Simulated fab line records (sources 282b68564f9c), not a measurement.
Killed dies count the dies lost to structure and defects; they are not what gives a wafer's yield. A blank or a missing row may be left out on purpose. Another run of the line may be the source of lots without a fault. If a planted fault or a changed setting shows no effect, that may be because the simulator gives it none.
Comparing a struck lot with a sound one / flow rit-cmos / 19 out of 202 route steps
Sound: the wafers L895.1, L895.4, L895.5. Struck: wafers L909.1, L909.3, L909.5. The cause is given at the end.
Per side, at each step with rows, come the tool, then ch with its chambers, and then its first start. Under that, the readings that differ: sound wafers / struck wafers / difference of the means / sigmas: that difference in standard deviations of wafers without a fault.
alike: readings with means less than 2 such deviations apart, plus words and numbers identical on both sides. not compared: withheld readings, readings lacking a value on some wafer, bounds such as >300 that could conceal the same value, and numbers that have no deviation in the record and whose values overlap.
The two part at a step that has a row with sigmas, a row that says differs or no value, or rows on one side only. When numbers do not overlap yet have no deviation, they are printed without sigmas and do not part them. A reading missing from all wafers of one side parts the sides only when that side holds two or more wafers.

RIT_GATE_STRIP_20: strips in O2, time 180 s.
  sound on plasma-asher-01 ch 1, day 3 09:28; struck on plasma-asher-04 ch 0, day 6 13:17
  alike: drypump-motor-current-A, o2-flow-sccm
  not compared: rf-hours-counter-h
RIT_GATE_CD_MEAS_90: the cd target is 150 nm.
  struck on cd-sem-01, day 6 13:28; sound on cd-sem-01, day 3 09:39
  alike: cd-nm
then, 4 steps without rows for these wafers: RIT_REOX_CLEAN_00 (cleans in SC1, time 600 s); RIT_REOX_CLEAN_01 (cleans in dHF, time 30 s); RIT_REOX_CLEAN_02 (cleans in SC2, time 600 s); RIT_REOX_OXIDATION_03 (target thk 25.2 nm, ox time 5580 s).
RIT_REOX_THK_MEAS_04:
  struck on film-metro-01, day 6 16:31; sound on film-metro-02, day 3 12:41
  alike: REOX_OXIDE_THK
then, 5 steps without rows for these wafers: RIT_NLDD_HMDS_00 (prime time 60 s); RIT_NLDD_COAT_01 (resist thk 1000 nm); RIT_NLDD_SOFTBAKE_02 (time 60 s); RIT_NLDD_EXPOSE_03 (exposes mask M7, target cd 40700 nm); RIT_NLDD_PEB_04.
RIT_NLDD_DEVELOP_05: develop time 50 s.
  sound on litho-track-01 ch 0, day 3 13:00; struck on litho-track-03 ch 0, day 6 17:00
RIT_NLDD_OVL_MEAS_06:
  struck on overlay-01, day 6 17:26; sound on overlay-01, day 3 13:46
  alike: NLDD_OVL
then, 2 steps without rows for these wafers: RIT_NLDD_HARDBAKE_07 (time 60 s); RIT_NLDD_IMPLANT_08.
RIT_NLDD_STRIP_09: strips in O2, time 180 s.
  sound on plasma-asher-03 ch 0,1, day 3 14:06; struck on plasma-asher-02 ch 0, day 6 17:46
  alike: drypump-motor-current-A, o2-flow-sccm
  not compared: rf-hours-counter-h
RIT_NLDD_TW_MEAS_10:
  struck on film-metro-04, day 6 18:10; sound on film-metro-03, day 3 14:16
reading=NLDD_TW; sound=2497 2509 2503; struck=30 30 30; difference=-2473; sigmas=-99 or more
  not compared: hold
RIT_M1_PROBE_99:
  sound wafers here have rows in the record (prober-02, day 4 06:28); struck ones have none

== WHERE THEY PART ==
First at RIT_NLDD_TW_MEAS_10; last, within this record, at RIT_M1_PROBE_99.

WHY: what had been put in by the simulator
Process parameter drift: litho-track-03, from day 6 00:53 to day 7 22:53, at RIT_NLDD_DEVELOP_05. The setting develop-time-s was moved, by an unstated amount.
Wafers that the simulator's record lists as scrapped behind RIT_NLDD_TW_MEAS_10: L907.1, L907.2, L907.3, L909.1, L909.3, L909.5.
